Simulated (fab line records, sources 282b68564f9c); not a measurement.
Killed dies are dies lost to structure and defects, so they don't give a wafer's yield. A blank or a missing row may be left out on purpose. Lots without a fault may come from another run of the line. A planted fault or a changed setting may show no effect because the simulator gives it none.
A struck lot beside a sound one | flow rit_cmos | 19 steps out of a route of 202
Sound: wafers L714.1, L714.4, L714.5. Struck: wafers L717.1, L717.5, L717.6. The cause comes at the end.
At each step with rows: each side's tool, then ch and its chambers, then its first start. Under that, the readings that differ: sound wafers | struck wafers | difference of the means | sigmas: that difference in standard deviations of wafers without a fault.
alike: readings whose means differ by less than 2 such deviations, and words and numbers that are the same on both sides. not compared: withheld readings, readings that some wafer has no value for, bounds like >300 that may hide the same value, and numbers for which the record gives no deviation and whose values overlap.
The two part at a step that has a row with sigmas, a row that says differs or no value, or rows on one side only. Numbers that don't overlap but have no deviation are shown without sigmas and don't part them. A reading that every wafer of one side lacks parts them only if that side has two wafers or more.

first, 1 step without rows for these wafers: RIT_GATE_CLEAN_04 (cleans in dHF, time 60 s).
RIT_FOX2_THK_MEAS_91:
  sound on film_metro-03, day 3 02:52; struck on film_metro-02, day 3 14:40
  alike: FIELD_OXIDE_LEFT_2_THK
then, 2 steps without rows for these wafers: RIT_GATE_OXIDATION_05 (target thk 3 nm, ox time 270 s); RIT_GATE_ANNEAL_06 (time 600 s).
RIT_GATE_THK_MEAS_07:
  sound on film_metro-02, day 3 04:46; struck on film_metro-02, day 3 16:43
  alike: GATE_OXIDE_THK
then, 1 step without rows for these wafers: RIT_GATE_CVD_08 (deposits poly-Si from SiH4, target thk 250 nm, time 2220 s).
RIT_GATE_THK_MEAS_09:
  sound on film_metro-03, day 3 07:09; struck on film_metro-01, day 3 20:05
  alike: GATE_POLY_THK
then, 5 steps without rows for these wafers: RIT_GATE_HMDS_10 (prime time 60 s); RIT_GATE_COAT_11 (resist thk 850 nm); RIT_GATE_SOFTBAKE_12 (time 60 s); RIT_GATE_EXPOSE_13 (exposes mask M6, target cd 150 nm); RIT_GATE_PEB_14.
RIT_GATE_DEVELOP_15: develop time 50 s.
  sound on litho_track-04 ch 0, day 3 08:00; struck on litho_track-04 ch 0, day 3 21:00
  alike: developer_temp_C
RIT_GATE_CD_MEAS_16: target cd 150 nm.
  sound on cd_sem-02, day 3 08:11; struck on cd_sem-01, day 3 21:24
  reading    | sound             | struck            | difference | sigmas
  cd_nm (nm) | 152.4 153.4 152.9 | 167.6 166.5 165.3 | +13.6      | +7
RIT_GATE_OVL_MEAS_17:
  sound on overlay-01, day 3 08:18; struck on overlay-01, day 3 21:31
  alike: GATE_OVL
then, 1 step without rows for these wafers: RIT_GATE_HARDBAKE_18 (time 60 s).
RIT_GATE_ETCH_19: etches poly-Si in SF6/CHF3/O2, stops on SiO2, time 165 s, target depth 312.5 nm.
  sound on rie_si-01 ch 0,2, day 3 08:34; struck on rie_si-01 ch 2,3, day 3 21:56
  reading               | sound             | struck            | difference | sigmas
  model.GATE.cd_nm (nm) | 152.9 153.7 152.5 | 167.6 166.6 165.3 | +13.5      |
  alike: O2_flow_sccm, drypump_motor_current_A, oes_product_au, throttle_valve_pct
  not compared: rf_hours_counter_h
RIT_GATE_STRIP_20: strips in O2, time 180 s.
  sound on plasma_asher-03 ch 0,1, day 3 08:41; struck on plasma_asher-02 ch 0,1, day 3 22:03
  alike: drypump_motor_current_A
  not compared: rf_hours_counter_h
RIT_M1_PROBE_99:
  sound on prober-02, day 4 07:28; struck on prober-02, day 4 20:32
  reading                             | sound             | struck          | difference | sigmas
  model.etest.pmos_0p3.r_on_ohm_um    | 6185 6268 6158    | 6812 6956 6839  | +665       |
  model.etest.pmos_0p15.r_on_ohm_um   | 2817 2864 2791    | 3285 3313 3226  | +451       |
  model.etest.pmos_turned.r_on_ohm_um | 3490 3535 3467    | 3936 4006 3936  | +462       |
  model.etest.nmos_0p3.r_on_ohm_um    | 2123 2124 2090    | 2330 2326 2317  | +212       |
  model.etest.nmos_0p15.r_on_ohm_um   | 1136 1116 1108    | 1282 1289 1258  | +156       |
  model.etest.nmos_0p15.drive_ua_um   | 466.5 460.8 474.6 | 393.4 399 402.7 | -68.9      |
  model.etest.pmos_0p15.drive_ua_um   | 250 243.9 253.7   | 210.9 208.8 214 | -38.0      |
  model.etest.npoly_line.line_ohm_um  | 160.5 160.7 162.6 | 141.6 142.1 144 | -18.7      |
  alike: killed_at_contacts, killed_at_front_end, killed_dies, killed_open, killed_short

WHERE THEY PART
Only at RIT_GATE_CD_MEAS_16, within this record. Later steps at which nothing parts them and some readings are alike: RIT_GATE_OVL_MEAS_17, RIT_GATE_ETCH_19, RIT_GATE_STRIP_20, RIT_M1_PROBE_99.

WHY: what the simulator had put in
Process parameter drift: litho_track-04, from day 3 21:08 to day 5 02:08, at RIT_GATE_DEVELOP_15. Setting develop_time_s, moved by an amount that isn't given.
